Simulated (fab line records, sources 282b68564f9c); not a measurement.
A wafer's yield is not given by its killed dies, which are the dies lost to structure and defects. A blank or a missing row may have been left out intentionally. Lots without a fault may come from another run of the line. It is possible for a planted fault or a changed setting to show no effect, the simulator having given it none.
8D (eight disciplines) problem report, filled in by code || flow rit-cmos || the parts of the form that need people (team, actions taken, sign-off) are left out

== 1. PROBLEM STATEMENT ==
Wafers free of any fault read 398 nm (standard deviation 5.5) for CONTACT_TEOS_THK at RIT_CONTACT_THK_MEAS_01, against a mean of 254 nm on 2 wafers of 2 lots. Relative to the usual mean, that is a shift of -26 standard deviations.
Earliest sighting: wafer L951.1 on film-metro-04 at day 5 04:37. The record holds 42 wafers of 14 lots with a number at this step. Rule for "out", or "out of limits": more than 4 standard deviations from the usual mean. The rest of the wafers with a number are treated as sound.

== 2. WHAT IT IS, AND WHAT IT ISN'T ==
{"question": "which readings at this step", "is": "CONTACT_TEOS_THK", "is not": "-"}
{"question": "which lots", "is": "L951, L953", "is not": "L941, L942, L943, L944, L946, L949, L957, L958, L960, L961, L963, L964"}
{"question": "which wafers of those lots", "is": "L951.1, L953.3", "is not": "L951.3, L951.4, L953.2, L953.5"}
{"question": "read on which gauges", "is": "film-metro-02, film-metro-04", "is not": "film-metro-01"}
{"question": "when", "is": "from day 5 04:37", "is not": "up to then (20 sound wafers); but 20 sound wafers of L953, L957, L958, L960, L961, L963, L964 came after"}

== 3. SUSPECTS, AND WHAT RULES EACH OUT ==
Counting: a tool at a process step up to the reading stays a suspect if it ran every lot that is out. Sound lots after the first of them don't rule it out here, since some wafers of a struck lot are sound.
- the gauge at RIT_CONTACT_THK_MEAS_01 has been ruled out. The wafers that are out were read on 2 gauges (film-metro-02, film-metro-04).
- pecvd-04 at RIT_CONTACT_CVD_00 (deposits SiO2 from TEOS, target thk 400 nm, time 61 s): kept. Ran every lot that is out, first one L951 (day 5 04:34); last sound lot up to then L949 (day 4 21:01).
- In pecvd-04 at RIT_CONTACT_CVD_00, the wafers that are out were processed in chamber 0 and their sound lot-mates in chambers 1, 2.
After counting, what remains is pecvd-04 at RIT_CONTACT_CVD_00.

== 4. THE CAUSE (what the simulator had put in) ==
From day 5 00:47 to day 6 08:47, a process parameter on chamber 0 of pecvd-04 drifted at RIT_CONTACT_CVD_00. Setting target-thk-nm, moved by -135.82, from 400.
Counting left only this tool.

== 5. THE CHAIN OF EFFECTS, in route order ==
Each row: a reading where the mean over the struck wafers with a number is more than 3 standard deviations away from the usual. Only readings for which the record gives a usual standard deviation are gone through. hours: the time from each lot's start at the first step in this table that gives one to its start at this step, as a median over the lots. sigmas: the change in usual standard deviations.
{"hours": 0, "step": "RIT_CONTACT_THK_MEAS_01", "reading": "CONTACT_TEOS_THK", "usual": "398 nm", "on struck wafers": 254, "change": -144, "sigmas": -26}

== 6. HOW IT WOULD HAVE BEEN CAUGHT EARLIER ==
In this record the first reading out of limits at a measuring or inspecting step was taken at day 5 04:37, 4 hours after the fault began at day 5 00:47.
An alarm limit of 4 standard deviations would not have fired on the tool readings at RIT_CONTACT_CVD_00 for which the record gives a usual standard deviation, since none of them was out on any struck wafer.
L953, from the lots that are out (2), started RIT_CONTACT_CVD_00 on pecvd-04 later than day 5 04:37. A tool hold placed at that time would have kept it from harm.
